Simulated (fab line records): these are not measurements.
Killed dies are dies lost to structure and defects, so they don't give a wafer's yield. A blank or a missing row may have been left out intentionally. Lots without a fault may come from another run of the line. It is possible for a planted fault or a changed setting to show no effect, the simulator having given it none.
Comparing a struck lot with a sound one | flow rit_cmos | 31 steps out of a route of 202
Sound: these wafers, L449.2, L449.4, L449.6. Wafers struck: L459.1, L459.4, L459.6. The cause is given at the end.
Per side, at each step with rows, come the tool, then ch with its chambers, and then its first start. Under that, the readings that differ: sound wafers | struck wafers | difference of the means | sigmas: that difference in standard deviations of wafers without a fault.
alike: readings whose means differ by less than 2 such deviations, and words and numbers that are the same on both sides. not compared: withheld readings, readings that some wafer has no value for, bounds like >300 that may hide the same value, and numbers for which the record gives no deviation and whose values overlap.
Wherever a step has rows on one side only, a row that says differs or no value, or a row with sigmas, the two part there. Numbers that have no deviation but don't overlap get no sigmas and don't part them. Lack of a reading on every wafer of one side parts them only where that side has two or more wafers.

first, 4 steps without rows for these wafers: RIT_CONTACT_SOFTBAKE_04 (time 60 s); RIT_CONTACT_EXPOSE_05 (exposes mask M11, target cd 1000 nm); RIT_CONTACT_PEB_06; RIT_CONTACT_DEVELOP_07 (develop time 120 s).
RIT_CONTACT_CD_MEAS_08: the cd target is 1000 nm.
  sound: cd_sem-01 at day 4 11:22; struck: cd_sem-01 at day 6 11:20
  alike: cd_nm
RIT_CONTACT_OVL_MEAS_09:
  sound: overlay-02 at day 4 11:28; struck: overlay-02 at day 6 11:27
  alike: CONTACT_OVL
then, 1 step without rows for these wafers: RIT_CONTACT_HARDBAKE_10 (time 60 s).
RIT_CONTACT_ETCH_11: etches SiO2 in CHF3/CF4/Ar, stops on TiSi2, target depth 480 nm, time 320 s.
  sound on rie_diel-01 ch 0,2,3, day 4 11:39; struck on rie_diel-01 ch 0,1,2, day 6 11:38
  alike: cf4_flow_sccm, drypump_motor_current_A, oes_product_au, throttle_valve_pct
  not compared: rf_hours_counter_h
RIT_CONTACT_STRIP_12: strips in O2, time 180 s.
  sound on plasma_asher-02 ch 0,1, day 4 11:51; struck on plasma_asher-04 ch 0,1, day 6 11:50
  alike: drypump_motor_current_A, rf_refl_power_W
  not compared: rf_hours_counter_h
RIT_CONTACT_CD_MEAS_90: the cd target is 1000 nm.
  sound: cd_sem-01 at day 4 12:02; struck: cd_sem-01 at day 6 12:01
  alike: cd_nm
then, 2 steps without rows for these wafers: RIT_CONTACT_CLEAN_13 (cleans in SC1, time 600 s); RIT_CONTACT_CLEAN_14 (cleans in SC2, time 600 s).
RIT_M1_SPUTTER_00: material Al, target thk 400 nm, time 500 s.
  sound: pvd_sputter-03 at day 4 12:40; struck: pvd_sputter-04 at day 6 12:31
  alike: throttle_valve_pct
RIT_M1_RS_MEAS_01: measures by four-point-probe.
  sound: film_metro-01 at day 4 12:59; struck: film_metro-02 at day 6 12:49
  alike: M1_AL_RS
RIT_M1_THK_MEAS_02: measures by xrf.
  sound: film_metro-01 at day 4 13:05; struck: film_metro-02 at day 6 12:56
  alike: M1_AL_THK
then, 6 steps without rows for these wafers: RIT_M1_HMDS_03 (prime time 60 s); RIT_M1_COAT_04 (resist thk 1300 nm); RIT_M1_SOFTBAKE_05 (time 60 s); RIT_M1_EXPOSE_06 (exposes mask M12, target cd 2600 nm); RIT_M1_PEB_07; RIT_M1_DEVELOP_08 (develop time 68 s).
RIT_M1_CD_MEAS_09: the cd target is 2600 nm.
  sound: cd_sem-02 at day 4 14:10; struck: cd_sem-02 at day 6 14:00
  alike: cd_nm
RIT_M1_OVL_MEAS_10:
  sound: overlay-02 at day 4 14:16; struck: overlay-02 at day 6 14:07
  alike: M1_OVL
then, 1 step without rows for these wafers: RIT_M1_HARDBAKE_11 (time 120 s).
RIT_M1_METAL_ETCH_12: etches Al in Cl2/BCl3, stops on SiO2, time 165 s, target depth 600 nm.
  sound on rie_metal-02 ch 0,1, day 4 14:33; struck on rie_metal-01 ch 0,1, day 6 14:25
  alike: drypump_motor_current_A, oes_product_au, throttle_valve_pct
  not compared: rf_hours_counter_h
then, 1 step without rows for these wafers: RIT_M1_STRIP_13 (strips in nmp, time 600 s).
RIT_M1_STRIP_14: strips in O2, time 186.3 s.
  sound on plasma_asher-04 ch 0,1, day 4 14:55; struck on plasma_asher-04 ch 0, day 6 14:47
  alike: drypump_motor_current_A
  not compared: rf_hours_counter_h
RIT_M1_CD_MEAS_90: the cd target is 2600 nm.
  sound: cd_sem-01 at day 4 15:06; struck: cd_sem-02 at day 6 14:58
  alike: cd_nm
then, 1 step without rows for these wafers: RIT_M1_ANNEAL_15 (time 1800 s).
RIT_M1_BOW_MEAS_16:
  sound: film_metro-03 at day 4 16:43; struck: film_metro-02 at day 6 17:47
  alike: M1_BOW
RIT_M1_PROBE_99:
  sound: prober-02 at day 4 16:52; struck: prober-02 at day 6 17:55
  reading                               | sound              | struck            | difference | sigmas
  defect_limited_yield (%)              | 98.1 97.3 95.8     | 89.0 90.2 89.8    | -7.4       | -6
  killed_at_M0_to_M3                    | 0 0 0              | 23 16 17          | +19        | +99 or more
  killed_dies                           | 5 7 11             | 29 26 27          | +20        | +6
  killed_on_rim                         | 0 2 4              | 9 10 8            | +7         | +5
  sort_bin_3_pad_short (%)              | 0 0 0.4            | 2.7 3.0 1.5       | +2.3       | +11
  sort_bin_5_function (%)               | 0.8 2.3 1.5        | 7.6 3.0 6.8       | +4.3       | +5
  sort_n_pass                           | 259 257 253        | 235 238 237       | -20        | -6
  sort_yield_pct (%)                    | 98.1 97.3 95.8     | 89.0 90.2 89.8    | -7.4       | -6
  model.etest.tester.sort_n_pass        | 259 257 253        | 235 238 237       | -20        |
  model.etest.tester.sort_yield_pct (%) | 98.11 97.35 95.83  | 89.02 90.15 89.77 | -7.45      |
  model.etest.tester.sort_bin_5_pct (%) | 0.7576 2.273 1.515 | 7.576 3.03 6.818  | +4.293     |
  alike: killed_at_front_end, killed_open, killed_short, sort_bin_6_memory
  not compared: model.etest.tester.sort_bin_6_pct

WHERE THEY PART
Only at RIT_M1_PROBE_99, within this record.

WHY: whatever the simulator had introduced
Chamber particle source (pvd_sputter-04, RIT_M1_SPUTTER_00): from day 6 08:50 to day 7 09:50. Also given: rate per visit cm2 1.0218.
